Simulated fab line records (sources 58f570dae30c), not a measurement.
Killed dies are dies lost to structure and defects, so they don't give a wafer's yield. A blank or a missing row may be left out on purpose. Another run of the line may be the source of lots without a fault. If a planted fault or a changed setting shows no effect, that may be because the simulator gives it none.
A single fault, viewed from 2 desks :: flow berkeley_cmos170 :: each desk holds nothing but its own numbers, with what lay behind them at the end

## AT THE TOOL OWNER'S DESK: plasma_asher-04
The tool's own readings at UCB170_PVT_STRIP_08 (strips in O2): means of the sampled wafers that have a number, for each lot that ran on this tool. The brackets show how far a lot's mean lies from the usual mean; more than 4 standard deviations puts the lot out of limits, marked OUT.
Columns: A = chamber_pressure_mTorr at UCB170_PVT_STRIP_08, usual 3500 mTorr; B = drypump_motor_current_A at UCB170_PVT_STRIP_08, usual 5.8 A; C = o2_flow_sccm at UCB170_PVT_STRIP_08, usual 400.0 sccm; D = oes_product_au at UCB170_PVT_STRIP_08, usual 0.735 a.u.; E = strip_time_to_endpoint_s at UCB170_PVT_STRIP_08, usual 21.64 s
lot: L706
first seen here: day 6 17:31
A: 3502
B: 5.8
C: 399.9
D: 0.734
E: 21.62

lot: L716
first seen here: day 8 13:10
A: 3499
B: 6.0
C: 401.4
D: 0.732
E: 21.63

lot: L715
first seen here: day 8 21:33
A: 3496
B: 5.5
C: 453.3 (+48) OUT
D: 0.739
E: 21.32 (-5.9) OUT

lot: L722
first seen here: day 10 00:06
A: 3501
B: 5.7
C: 428.1 (+26) OUT
D: 0.730
E: 21.45
This desk finds L715, L722 out of limits, L715 being first, at day 8 21:33 (o2_flow_sccm at UCB170_PVT_STRIP_08). L706, L716: within limits.

## FROM THE METROLOGY DESK
What the gauges read for every lot (on any tool): the sampled wafers with a number, averaged. The brackets show how far a lot's mean lies from the usual mean; more than 4 standard deviations puts the lot out of limits, marked OUT.
Columns: A = V2_POLISHED_THK at UCB170_V2_THK_MEAS_04, usual 1000.7 nm; B = M3_AL_THK at UCB170_M3_THK_MEAS_03, usual 904 nm
lot: L707
first seen here: day 8 11:17
A: 1000.7
B: 906

lot: L708
first seen here: day 8 12:11
A: 1002.5
B: 905

lot: L706
first seen here: day 8 15:49
A: 1000.6
B: 903

lot: L709
first seen here: day 8 16:07
A: 1000.5
B: 915

lot: L712
first seen here: day 9 15:16
A: 1000.7
B: 904

lot: L711
first seen here: day 9 15:49
A: 999.9
B: 913

lot: L716
first seen here: day 10 12:07
A: 1002.6
B: 901

lot: L717
first seen here: day 11 01:00
A: 1002.2
B: 905

lot: L715
first seen here: day 11 01:23
A: 999.9
B: 894

lot: L722
first seen here: day 11 21:45
A: 1000.8
B: 904

lot: L725
first seen here: day 12 07:26
A: 1001.9
B: 899

lot: L727
first seen here: day 12 19:30
A: 1000.6
B: 892

lot: L726
first seen here: day 12 21:32
A: 1000.6
B: 911

lot: L728
first seen here: day 13 08:20
A: 999.5
B: 902
This desk's verdict: no lot among the 14 shows anything out of limits.

## PUT TOGETHER
An alarm could have come from the tool owner's desk at day 8 21:33, on L715, L722.
From the metrology desk's view, nothing was out of limits.
The metrology desk has L715, L722 on record, within its limits.
Of the lots named, all ran UCB170_PVT_STRIP_08 on plasma_asher-04.

## WHAT THE SIMULATOR PUT IN
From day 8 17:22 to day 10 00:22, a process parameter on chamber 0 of plasma_asher-04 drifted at UCB170_PVT_STRIP_08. The setting o2_flow_sccm was moved by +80, starting from 400. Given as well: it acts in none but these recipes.
Struck lots among those shown: L715, L722.
How many hours passed from the start of the fault until each desk's first out-of-limits reading: the tool owner's desk, 4.
